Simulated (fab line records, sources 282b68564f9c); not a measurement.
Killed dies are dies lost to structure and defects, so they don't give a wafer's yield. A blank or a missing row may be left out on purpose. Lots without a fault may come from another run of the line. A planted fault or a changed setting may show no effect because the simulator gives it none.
A struck lot beside a sound one | flow rit_cmos | 15 steps out of a route of 202
Sound: wafers L198.1, L198.2, L198.4. Struck: wafers L211.1, L211.2, L211.5. The cause comes at the end.
At each step with rows: each side's tool, then ch and its chambers, then its first start. Under that, the readings that differ: sound wafers | struck wafers | difference of the means | sigmas: that difference in standard deviations of wafers without a fault.
alike: readings whose means differ by less than 2 such deviations, and words and numbers that are the same on both sides. not compared: withheld readings, readings that some wafer has no value for, bounds like >300 that may hide the same value, and numbers for which the record gives no deviation and whose values overlap.
The two part at a step that has a row with sigmas, a row that says differs or no value, or rows on one side only. Numbers that don't overlap but have no deviation are shown without sigmas and don't part them. A reading that every wafer of one side lacks parts them only if that side has two wafers or more.

RIT_NSD_TW_MEAS_10:
  sound on film_metro-01, day 3 16:34; struck on film_metro-04, day 6 09:49
  reading | sound          | struck         | difference | sigmas
  NSD_TW  | 3123 3116 3106 | 3066 3069 3046 | -55        | -2
then, 6 steps without rows for these wafers: RIT_PSD_HMDS_00 (prime time 60 s); RIT_PSD_COAT_01 (resist thk 1000 nm); RIT_PSD_SOFTBAKE_02 (time 60 s); RIT_PSD_EXPOSE_03 (exposes mask M10, target cd 40900 nm); RIT_PSD_PEB_04; RIT_PSD_DEVELOP_05 (develop time 50 s).
RIT_PSD_OVL_MEAS_06:
  sound on overlay-02, day 3 17:36; struck on overlay-01, day 6 10:44
  alike: PSD_OVL
then, 2 steps without rows for these wafers: RIT_PSD_HARDBAKE_07 (time 60 s); RIT_PSD_IMPLANT_08.
RIT_PSD_STRIP_09: strips in O2, time 180 s.
  sound on plasma_asher-01 ch 0,1, day 3 17:56; struck on plasma_asher-01 ch 0,1, day 6 11:04
  alike: drypump_motor_current_A, o2_flow_sccm, rf_refl_power_W
  not compared: rf_hours_counter_h
RIT_PSD_TW_MEAS_10:
  sound on film_metro-01, day 3 18:07; struck on film_metro-01, day 6 11:14
  alike: PSD_TW
RIT_SDANNEAL_CLEAN_00: cleans in SC1, time 600 s.
  sound on wet_bench-01 ch 2, day 3 18:10; struck on wet_bench-03 ch 3, day 6 11:18
  no value came back on the struck wafers for bath_guard_temp_C (C), bath_heat_duty_pct (%); on the sound wafers bath_guard_temp_C (C) reads 75.2 75.6 75.1
then, 2 steps without rows for these wafers: RIT_SDANNEAL_CLEAN_01 (cleans in dHF, time 30 s); RIT_M1_PROBE_99.

WHERE THEY PART
First at RIT_NSD_TW_MEAS_10; last, within this record, at RIT_SDANNEAL_CLEAN_00.

WHY: what the simulator had put in
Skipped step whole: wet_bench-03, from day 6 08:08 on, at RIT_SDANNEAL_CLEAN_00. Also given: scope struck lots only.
